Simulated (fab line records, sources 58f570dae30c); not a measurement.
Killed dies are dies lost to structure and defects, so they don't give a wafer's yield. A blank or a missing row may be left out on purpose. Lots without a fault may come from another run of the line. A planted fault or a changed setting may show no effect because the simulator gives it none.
A struck lot beside a sound one | flow berkeley_cmos170 | 14 steps out of a route of 331
Sound: wafers L894.4, L894.5, L894.6. Struck: wafers L914.2, L914.5, L914.6. The cause comes at the end.
At each step with rows: each side's tool, then ch and its chambers, then its first start. Under that, the readings that differ: sound wafers | struck wafers | difference of the means | sigmas: that difference in standard deviations of wafers without a fault.
alike: readings whose means differ by less than 2 such deviations, and words and numbers that are the same on both sides. not compared: withheld readings, readings that some wafer has no value for, bounds like >300 that may hide the same value, and numbers for which the record gives no deviation and whose values overlap.
The two part at a step that has a row with sigmas, a row that says differs or no value, or rows on one side only. Numbers that don't overlap but have no deviation are shown without sigmas and don't part them. A reading that every wafer of one side lacks parts them only if that side has two wafers or more.

first, 4 steps without rows for these wafers: UCB170_PVT_SOFTBAKE_02 (time 60 s); UCB170_PVT_EXPOSE_03 (exposes mask NWELL, target cd 3000 nm); UCB170_PVT_PEB_04; UCB170_PVT_DEVELOP_05 (develop time 45 s).
UCB170_PVT_OVL_MEAS_06:
  sound on overlay-01, day 6 03:26; struck on overlay-02, day 10 05:13
  alike: PVT_OVL
then, 1 step without rows for these wafers: UCB170_PVT_IMPLANT_07.
UCB170_PVT_STRIP_08: strips in O2.
  sound on plasma_asher-04 ch 0,1, day 6 03:38; struck on plasma_asher-04 ch 0,1, day 10 05:24
  alike: drypump_motor_current_A, oes_product_au, strip_time_to_endpoint_s
  not compared: rf_hours_counter_h
UCB170_PVT_TW_MEAS_09:
  sound on film_metro-03, day 6 03:44; struck on film_metro-03, day 10 05:31
  alike: PVT_TW
then, 1 step without rows for these wafers: UCB170_GATE_WET_ETCH_00 (etches SiO2 in dHF, time 200 s).
UCB170_FIELD_THK_MEAS_91:
  sound on film_metro-01, day 6 03:52; struck on film_metro-01, day 10 05:38
  alike: FIELD_OXIDE_LEFT_2_THK
then, 1 step without rows for these wafers: UCB170_GATE_OXIDATION_01 (target thk 6.6 nm, ox time 1800 s).
UCB170_GATE_THK_MEAS_02:
  sound on film_metro-01, day 6 06:20; struck on film_metro-02, day 10 09:24
  alike: GATE_OXIDE_THK
UCB170_GATE_ANNEAL_03: time 1800 s.
  sound on furnace-03 ch 0, day 6 10:05; struck on furnace-02, day 10 11:59
  no value came back on the struck wafers for spike_tc_centre_C (C), spike_tc_load_C (C); on the sound wafers spike_tc_centre_C (C) reads 904.1 903.4 901.9
then, 1 step without rows for these wafers: UCB170_GATE_CVD_04 (deposits poly-Si from SiH4, time 1440 s, target thk 214 nm).

WHERE THEY PART
Only at UCB170_GATE_ANNEAL_03, within this record.

WHY: what the simulator had put in
Skipped step whole: furnace-02, from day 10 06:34 on, at UCB170_GATE_ANNEAL_03. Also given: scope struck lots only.
